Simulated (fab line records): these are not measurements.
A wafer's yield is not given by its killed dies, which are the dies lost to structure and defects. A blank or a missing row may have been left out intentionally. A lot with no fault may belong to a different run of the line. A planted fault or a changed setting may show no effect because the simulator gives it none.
Chamber matching || flow berkeley_cmos170 || 3 sister chambers for UCB170_SPACER_CVD_00 on pecvd-04
The step deposits SiO2 from TEOS/O2, target thk 376 nm, time 47 s. 3 wafers are shown with their chamber, then 7 later ones without.

== WAFERS, EACH WITH ITS CHAMBER ==
{"wafer": "L336.6", "chamber": 0, "heater_power_w (W)": 198}
{"wafer": "L337.3", "chamber": 1, "heater_power_w (W)": 344}
{"wafer": "L337.4", "chamber": 2, "heater_power_w (W)": 300}

== WAFERS WITHOUT THEIR CHAMBER ==
{"wafer": "L337.6", "heater_power_w (W)": 243}
{"wafer": "L344.1", "heater_power_w (W)": 221}
{"wafer": "L344.3", "heater_power_w (W)": 257}
{"wafer": "L344.4", "heater_power_w (W)": 238}
{"wafer": "L349.1", "heater_power_w (W)": 271}
{"wafer": "L349.4", "heater_power_w (W)": 294}
{"wafer": "L349.5", "heater_power_w (W)": 288}

== THE CHAMBER EACH PASSED THROUGH ==
{"wafer": "L337.6", "from the rows above": "can't be placed: 0 or 2 or 1", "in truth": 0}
{"wafer": "L344.1", "from the rows above": "can't be placed: 0 or 2", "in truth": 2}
{"wafer": "L344.3", "from the rows above": "can't be placed: 2 or 0 or 1", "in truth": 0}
{"wafer": "L344.4", "from the rows above": "can't be placed: 0 or 2", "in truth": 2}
{"wafer": "L349.1", "from the rows above": "can't be placed: 2 or 0 or 1", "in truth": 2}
{"wafer": "L349.4", "from the rows above": "can't be placed: 2 or 1", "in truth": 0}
{"wafer": "L349.5", "from the rows above": "can't be placed: 2 or 1", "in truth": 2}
Placed correctly: 0 of 7. These rows do not allow placing 7 (true chamber among the candidates in 6). 0 placed wrongly.
How it was worked out, from the rows above alone: a wafer's distance from a chamber is the root of the sum, over the readings, of the square of ((its reading less the chamber's mean) divided by the reading's scatter). The wafer belongs to the nearest chamber; if the next one is less than 2 further off, it can't be placed. For every chamber, the mean is computed from those of its wafers that are shown. The scatter: root of mean squared gap, hidden wafer to nearest shown wafer, with one shown wafer a chamber.
